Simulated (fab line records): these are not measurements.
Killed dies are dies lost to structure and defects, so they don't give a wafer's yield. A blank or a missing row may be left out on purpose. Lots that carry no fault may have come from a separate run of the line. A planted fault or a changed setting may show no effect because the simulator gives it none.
Which of the tools did it?    flow berkeleyCmos170    8 lots, 24 wafers sampled, at 2 steps of a route of 331

== WHAT EACH GAUGE READ, for each wafer ==
UCB170_PWELL_THK_MEAS_06.
lot   measured     on            PWELL_NITRIDE_THK (nm)
L605  day 3 04:20  filmMetro-03  220.2 219.3 219.9
L607  day 3 06:49  filmMetro-04  222.1 222.7 222.4
L609  day 4 01:15  filmMetro-04  216.9 218.1 219.0
L611  day 4 07:37  filmMetro-01  214.6 215.7 217.9
L620  day 6 08:32  filmMetro-04  196.5 197.2 196.9
L622  day 6 08:33  filmMetro-03  191.6 191.8 193.1
L625  day 7 08:29  filmMetro-03  217.9 219.0 221.0
L627  day 7 14:06  filmMetro-01  221.0 219.6 221.0

== WHAT TOOL EACH LOT RAN ON (gives the tool, then ch and the chambers of the sampled wafers, and finally the start) ==
lot   UCB170_PWELL_CVD_05
L605  lpcvd-02 ch 1, day 3 02:25
L607  lpcvd-01 ch 1, day 3 04:54
L609  lpcvd-02 ch 1, day 3 23:20
L611  lpcvd-02 ch 0, day 4 05:40
L620  lpcvd-02 ch 0, day 6 06:38
L622  lpcvd-02 ch 0, day 6 06:38
L625  lpcvd-01 ch 0, day 7 06:35
L627  lpcvd-01 ch 1, day 7 12:11
- UCB170_PWELL_CVD_05: deposits Si3N4 from SiH2Cl2/NH3, target thk 220 nm, time 3300 s.

== THE ANSWER, worked out from the rows above alone ==
Rule: the usual values come from the lots themselves. Put in order of their means at a reading, lots are off if they are a third of the lots or fewer, leave a main group of 4 or more, and stand apart from it by a gap of 3 or more times the standard deviation of the main group's means; of several such gaps the widest counts. Not used: any main group whose means are identical at the precision the tables above print for the reading. A lot without any number at a reading at which 4 lots or more have one is off too. The other lots that the step has rows for count as sound.
Off: L620, L622, at UCB170_PWELL_THK_MEAS_06 (PWELL_NITRIDE_THK). For the main group the mean is 219.3 nm and the standard deviation 2.
A tool fits if, at a process step before that reading, it ran every lot that is off, and no sound lot after the first of them. Gauges at UCB170_PWELL_THK_MEAS_06: tried the same way as those tools. One fits: lpcvd-02 at UCB170_PWELL_CVD_05. A fault onset in the window from L611 (day 4 05:40, its last sound lot) to L620 (day 6 06:38, its first lot off) fits.

== WHAT THE SIMULATOR HAD PUT IN ==
Site profile drift: lpcvd-02, from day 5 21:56 on, at UCB170_PWELL_CVD_05. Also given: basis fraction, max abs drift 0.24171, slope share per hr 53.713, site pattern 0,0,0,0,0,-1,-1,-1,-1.
Shown lots that were struck: L620, L622. This agrees with what the rule above found.
